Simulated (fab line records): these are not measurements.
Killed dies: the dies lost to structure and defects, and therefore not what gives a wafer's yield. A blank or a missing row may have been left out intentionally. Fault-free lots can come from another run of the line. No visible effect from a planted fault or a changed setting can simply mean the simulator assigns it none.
Comparing a struck lot with a sound one :: flow rit cmos :: 28 out of 202 route steps
Sound: the wafers L780.1, L780.5, L780.6. The struck wafers were L789.1, L789.2, L789.5. The cause is named last.
Per side, at each step with rows, come the tool, then ch with its chambers, and then its first start. Under that, the readings that differ: sound wafers :: struck wafers :: difference of the means :: sigmas: that difference in standard deviations of wafers without a fault.
alike: readings with means less than 2 such deviations apart, plus words and numbers identical on both sides. not compared: withheld readings, readings lacking a value on some wafer, bounds such as >300 that could conceal the same value, and numbers that have no deviation in the record and whose values overlap.
Wherever a step has rows on one side only, a row that says differs or no value, or a row with sigmas, the two part there. Non-overlapping numbers with no deviation appear without sigmas and do not part them. A reading that every wafer of one side lacks parts them only if that side has two wafers or more.

RIT_SDANNEAL_RTA_03: time 5 s.
  sound on rtp anneal-01 ch 0, day 3 12:48; struck on rtp anneal-02 ch 0, day 5 05:25
  alike: wafer_temp_C_max
RIT_SDANNEAL_RS_MEAS_04: uses a four-point probe to measure.
  struck on film metro-03, day 5 05:29; sound on film metro-02, day 3 12:52
  alike: PSD_RS
RIT_SDANNEAL_RS_MEAS_05: uses a four-point probe to measure.
  struck on film metro-03, day 5 05:36; sound on film metro-02, day 3 12:59
  alike: NSD_RS
RIT_SDANNEAL_RS_MEAS_06: uses a four-point probe to measure.
  struck on film metro-03, day 5 05:43; sound on film metro-02, day 3 13:06
  alike: PLDD_RS
RIT_SDANNEAL_RS_MEAS_07: uses a four-point probe to measure.
  struck on film metro-03, day 5 05:50; sound on film metro-02, day 3 13:13
  alike: NLDD_RS
then, 1 step without rows for these wafers: RIT_SILICIDE_WET_ETCH_00 (etches SiO2 in BOE, target depth 14 nm, time 15 s).
RIT_SILICIDE_SPUTTER_01: material Ti, target thk 30 nm, time 244.7 s.
  struck on pvd sputter-01, day 5 05:58; sound on pvd sputter-02, day 3 13:22
  alike: cathode dc power W, throttle valve pct
RIT_SILICIDE_RS_MEAS_02: uses a four-point probe to measure.
  struck on film metro-01, day 5 06:07; sound on film metro-04, day 3 13:31
  alike: SILICIDE_TI_RS
RIT_SILICIDE_THK_MEAS_03: measures by xrf.
  struck on film metro-01, day 5 06:14; sound on film metro-04, day 3 13:38
  alike: SILICIDE_TI_THK
RIT_SILICIDE_RTA_04: time 10 s, ramp up 5 s, ramp down 5 s.
  sound on rtp anneal-02 ch 0, day 3 13:42; struck on rtp anneal-02 ch 0, day 5 06:18
  alike: wafer_temp_C_max
then, 1 step without rows for these wafers: RIT_SILICIDE_WET_ETCH_05 (etches Ti in SPM, time 120 s).
RIT_SILICIDE_RTA_06: time 10 s, ramp up 5 s, ramp down 10 s.
  sound on rtp anneal-01 ch 0, day 3 13:49; struck on rtp anneal-02 ch 0, day 5 06:25
  alike: wafer_temp_C_max
RIT_CONTACT_CVD_00: deposits SiO2 from TEOS, target thk 400 nm, time 63.96 s.
  sound on pecvd-01 ch 0,1,2, day 3 13:52; struck on pecvd-01 ch 0,2, day 5 06:44
  alike: heater power w
  not compared: since wet clean h
RIT_CONTACT_THK_MEAS_01:
  struck on film metro-01, day 5 06:48; sound on film metro-02, day 3 13:56
reading: CONTACT_TEOS_THK (nm)
sound: 427 425 429
struck: 832 834 846
difference: +410
sigmas: +61
then, 6 steps without rows for these wafers: RIT_CONTACT_HMDS_02 (prime time 60 s); RIT_CONTACT_COAT_03 (resist thk 1000 nm); RIT_CONTACT_SOFTBAKE_04 (time 60 s); RIT_CONTACT_EXPOSE_05 (exposes mask M11, target cd 1000 nm); RIT_CONTACT_PEB_06; RIT_CONTACT_DEVELOP_07 (develop time 120 s).
RIT_CONTACT_CD_MEAS_08 targets a cd of 1000 nm.
  struck on cd sem-02, day 5 07:50; sound on cd sem-01, day 3 14:57
  alike: cd nm
RIT_CONTACT_OVL_MEAS_09:
  struck on overlay-01, day 5 07:59; sound on overlay-01, day 3 15:04
reading: CONTACT_OVL (nm)
sound: -1.4 -4.9 -3.1
struck: 1.6 0.5 0.7
difference: +4.1
sigmas: +3
then, 1 step without rows for these wafers: RIT_CONTACT_HARDBAKE_10 (time 60 s).
RIT_CONTACT_ETCH_11: etches SiO2 in CHF3/CF4/Ar, stops on TiSi2, target depth 480 nm, time 320 s.
  sound on rie diel-02 ch 1,3, day 3 15:16; struck on rie diel-01 ch 0,2,3, day 5 08:10
reading: model.CONTACT.feature depth nm (nm)
sound: 427.1 425.4 428.7
struck: 479.6 481.9 482.4
difference: +54.2
sigmas: 

reading: model.etch.depth nm (nm)
sound: 427.1 425.4 428.7
struck: 479.6 481.9 482.4
difference: +54.2
sigmas: 
  alike: drypump motor current A, oes product au, throttle valve pct
  not compared: rf hours counter h
RIT_CONTACT_STRIP_12: strips in O2, time 180 s.
  sound on plasma asher-01 ch 0,1, day 3 15:27; struck on plasma asher-01 ch 0,1, day 5 08:22
  alike: drypump motor current A
  not compared: rf hours counter h
RIT_CONTACT_CD_MEAS_90 targets a cd of 1000 nm.
  struck on cd sem-02, day 5 08:32; sound on cd sem-01, day 3 15:38
  alike: cd nm
RIT_CONTACT_CLEAN_13: cleans in SC1, time 600 s.
  sound on wet bench-04 ch 2, day 3 15:45; struck on wet bench-04 ch 1, day 5 08:40
reading: model.SiO2_of_CONTACT_CVD_00.thk nm (nm)
sound: 423 421.3 424.6
struck: 826.7 829.6 841.5
difference: +409.6
sigmas: 
then, 1 step without rows for these wafers: RIT_CONTACT_CLEAN_14 (cleans in SC2, time 600 s).

WHERE THEY PART
Earliest at RIT_CONTACT_THK_MEAS_01; latest, in this record, at RIT_CONTACT_OVL_MEAS_09. Later steps at which nothing parts them and some readings are alike: RIT_CONTACT_ETCH_11, RIT_CONTACT_STRIP_12, RIT_CONTACT_CD_MEAS_90.

WHY: what the simulator had put in
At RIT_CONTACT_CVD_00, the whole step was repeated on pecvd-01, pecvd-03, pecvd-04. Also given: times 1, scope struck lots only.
